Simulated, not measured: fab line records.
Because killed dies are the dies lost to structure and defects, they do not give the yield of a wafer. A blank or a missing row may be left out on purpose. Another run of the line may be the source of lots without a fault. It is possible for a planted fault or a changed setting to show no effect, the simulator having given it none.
The tool behind it: which one? ; flow berkeley-cmos170 ; Sampling: 14 lots, 42 wafers, 6 of 331 route steps

== WHAT THE GAUGES READ, wafer by wafer ==
UCB170_NWELL_THK_MEAS_05.
lot;measured;on;NWELL_NITRIDE_THK (nm)
L826;day 2 08:35;film-metro-01;226.9 226.6 224.8
L827;day 2 17:08;film-metro-02;225.9 224.8 226.3
L828;day 2 21:58;film-metro-02;222.5 223.0 222.6
L829;day 3 03:08;film-metro-04;226.4 226.3 225.9
L830;day 3 03:09;film-metro-01;222.0 223.2 220.3
L833;day 3 19:03;film-metro-01;223.8 221.6 222.8
L835;day 4 00:27;film-metro-02;310.4 308.9 308.4 309.9 309.1 308.4
L836;day 4 03:17;film-metro-02;224.1 223.4 224.6
L839;day 4 23:48;film-metro-01;306.9 308.5 307.7 306.8 308.1 307.8
L841;day 5 06:35;film-metro-01;227.9 227.1 228.3
L843;day 5 20:07;film-metro-04;228.6 229.4 228.6
L846;day 6 16:49;film-metro-04;227.7 226.2 227.7
L847;day 6 19:41;film-metro-02;226.8 227.8 227.2
L849;day 7 04:56;film-metro-01;222.0 222.3 221.3

UCB170_PWELL_THK_MEAS_03.
lot;measured;on;PWELL_OXIDE_THK (nm)
L826;day 2 18:26;film-metro-04;27.3 26.5 27.2
L827;day 3 02:26;film-metro-02;26.0 25.8 26.1
L828;day 3 10:13;film-metro-03;26.3 27.1 26.7
L829;day 3 14:52;film-metro-02;27.1 27.0 26.8
L830;day 3 14:55;film-metro-03;26.5 26.3 26.7
L833;day 4 04:28;film-metro-03;26.7 26.7 27.1
L836;day 4 13:17;film-metro-04;25.9 25.5 25.4
L841;day 5 16:56;film-metro-02;26.5 26.0 25.9
L843;day 6 05:01;film-metro-04;25.4 25.0 25.5
L846;day 7 04:54;film-metro-02;26.2 25.5 25.7
L847;day 7 04:56;film-metro-03;26.5 26.2 26.8
L849;day 7 19:00;film-metro-03;26.9 26.8 26.7

UCB170_ACTIVE_OVL_MEAS_14.
lot;measured;on;ACTIVE_OVL (nm)
L826;day 3 23:34;overlay-01;-3 -7 1
L827;day 4 13:07;overlay-01;6 4 5
L828;day 4 21:16;overlay-01;-1 -2 -2
L829;day 5 03:33;overlay-02;-5 -3 -3
L830;day 5 03:19;overlay-01;-9 -2 3
L833;day 5 12:11;overlay-02;1 -6 7
L836;day 6 00:02;overlay-01;-2 -1 5
L841;day 7 03:31;overlay-01;-8 -6 -9
L843;day 7 15:21;overlay-01;-3 3 5
L846;day 8 18:14;overlay-01;6 8 1
L847;day 8 17:31;overlay-02;-2 -2 -2
L849;day 9 02:14;overlay-01;-7 -7 3

== TOOL THAT RAN EACH LOT (tool first, then ch and the chambers of the sampled wafers, then the start) ==
lot;UCB170_NWELL_CVD_04;UCB170_NWELL_ETCH_13;UCB170_PWELL_ETCH_14
L826;lpcvd-02 ch 0, day 2 06:38;rie-diel-02 ch 0,1,3, day 2 09:50;rie-diel-02 ch 1,3, day 3 01:14
L827;lpcvd-01 ch 1, day 2 15:11;rie-diel-01 ch 1,2,3, day 2 18:05;rie-diel-03 ch 1,2,3, day 3 11:57
L828;lpcvd-02 ch 0, day 2 20:02;rie-diel-04 ch 0,1,2, day 2 22:54;rie-diel-04 ch 0,1,3, day 3 17:32
L829;lpcvd-01 ch 0, day 3 01:12;rie-diel-04 ch 0,1,3, day 3 04:21;rie-diel-03 ch 0,1,3, day 3 21:13
L830;lpcvd-01 ch 0, day 3 01:12;rie-diel-01 ch 1,2,3, day 3 04:04;rie-diel-02 ch 2,3, day 3 21:28
L833;lpcvd-02 ch 1, day 3 17:07;rie-diel-01 ch 0,2, day 3 20:07;rie-diel-02 ch 0,1,3, day 4 12:00
L835;lpcvd-02 ch 0, day 3 22:28;rie-diel-02 ch 0,2,3, day 4 07:01;-
L836;lpcvd-01 ch 1, day 4 01:22;rie-diel-02 ch 0,1,2, day 4 04:29;rie-diel-03 ch 0,1,2, day 4 20:33
L839;lpcvd-02 ch 1, day 4 21:52;rie-diel-02 ch 0,2,3, day 5 01:47;-
L841;lpcvd-01 ch 1, day 5 04:38;rie-diel-02 ch 0,1,3, day 5 07:49;rie-diel-02 ch 0,2,3, day 5 23:53
L843;lpcvd-01 ch 1, day 5 18:10;rie-diel-04 ch 1,2, day 5 21:38;rie-diel-03 ch 0,1, day 6 12:33
L846;lpcvd-01 ch 1, day 6 14:52;rie-diel-01 ch 0,1,2, day 6 18:40;rie-diel-02 ch 1,3, day 7 11:19
L847;lpcvd-01 ch 1, day 6 17:44;rie-diel-04 ch 1,2,3, day 6 20:53;rie-diel-04 ch 0,2,3, day 7 11:10
L849;lpcvd-02 ch 1, day 7 02:01;rie-diel-02 ch 0,2, day 7 07:05;rie-diel-02 ch 0,3, day 8 00:58
- UCB170_NWELL_CVD_04: deposits Si3N4 from SiH2Cl2/NH3, target thk 224 nm, time 3360 s.
- UCB170_NWELL_ETCH_13: etches Si3N4 in CH3F/Ar/O2, stops on SiO2, target depth 246.4 nm, time 154 s.
- UCB170_PWELL_ETCH_14: etches Si3N4 in CH3F/Ar/O2, stops on SiO2, target depth 242 nm, time 151 s.

== WHAT THE TOOLS THEMSELVES READ (means of the sampled wafers that have a number; where no wafer has one, the mark that the record gives instead) ==
UCB170_NWELL_CVD_04.
lot;tool;nh3-flow-sccm (sccm)
L826;lpcvd-02;75.05
L827;lpcvd-01;75.01
L828;lpcvd-02;74.97
L829;lpcvd-01;75.11
L830;lpcvd-01;75.08
L833;lpcvd-02;74.96
L835;lpcvd-02;112.58
L836;lpcvd-01;74.78
L839;lpcvd-02;112.63
L841;lpcvd-01;75.07
L843;lpcvd-01;74.94
L846;lpcvd-01;75.31
L847;lpcvd-01;75.03
L849;lpcvd-02;75.00

UCB170_NWELL_ETCH_13.
lot;tool;drypump-motor-current-A (A);oes-product-au (a.u.);throttle-valve-pct (%)
L826;rie-diel-02;5.40;0.948;7.99
L827;rie-diel-01;5.69;0.935;8.13
L828;rie-diel-04;5.70;0.955;8.06
L829;rie-diel-04;5.53;0.958;8.11
L830;rie-diel-01;5.68;0.931;8.13
L833;rie-diel-01;5.64;0.952;8.24
L835;rie-diel-02;5.52;0.997;8.06
L836;rie-diel-02;5.41;0.949;8.05
L839;rie-diel-02;5.50;1.001;8.06
L841;rie-diel-02;5.41;0.952;7.99
L843;rie-diel-04;5.96;0.966;7.93
L846;rie-diel-01;5.61;0.957;8.16
L847;rie-diel-04;5.80;0.957;7.97
L849;rie-diel-02;5.37;0.946;8.12

UCB170_PWELL_ETCH_14.
lot;tool;drypump-motor-current-A (A);oes-product-au (a.u.);throttle-valve-pct (%)
L826;rie-diel-02;5.5;0.941;7.95
L827;rie-diel-03;5.5;0.933;7.96
L828;rie-diel-04;5.5;0.946;8.12
L829;rie-diel-03;5.6;0.944;7.99
L830;rie-diel-02;5.7;0.940;8.01
L833;rie-diel-02;5.4;0.937;7.99
L836;rie-diel-03;5.3;0.946;7.89
L841;rie-diel-02;5.5;0.944;8.05
L843;rie-diel-03;5.5;0.952;7.92
L846;rie-diel-02;5.6;0.931;7.94
L847;rie-diel-04;5.9;0.950;8.05
L849;rie-diel-02;5.5;0.946;8.00

== THE ANSWER, worked out from the rows above alone ==
Rule: the usual values come from the lots themselves. Put in order of their means at a reading, lots are off if they are a third of the lots or fewer, leave a main group of 4 or more, and stand apart from it by a gap of 3 or more times the standard deviation of the main group's means; of several such gaps the widest counts. The tables above print the reading to a certain number of digits; a main group whose means all agree to those digits is not used. A lot without any number at a reading at which 4 lots or more have one is off too. The other lots that the step has rows for count as sound. After the gauges, taken in route order, come the tools' own readings; for these a lot's mean is taken, as printed above. The first step at which some lot is off is used, and at that step the reading that is off furthest; a lot without a number counts as furthest.
Off: L835, L839, at UCB170_NWELL_THK_MEAS_05 (NWELL_NITRIDE_THK). Mean 225.2 nm and standard deviation 2.4 in the main group.
A tool fits if, at a process step before that reading, it ran every lot that is off, and no sound lot after the first of them. The gauges at UCB170_NWELL_THK_MEAS_05 aren't tried: what is off there is off at UCB170_NWELL_CVD_04 too, on other tools, and a gauge's error can't cause that. No candidate that was tried fits.

== WHAT THE SIMULATOR HAD INSERTED ==
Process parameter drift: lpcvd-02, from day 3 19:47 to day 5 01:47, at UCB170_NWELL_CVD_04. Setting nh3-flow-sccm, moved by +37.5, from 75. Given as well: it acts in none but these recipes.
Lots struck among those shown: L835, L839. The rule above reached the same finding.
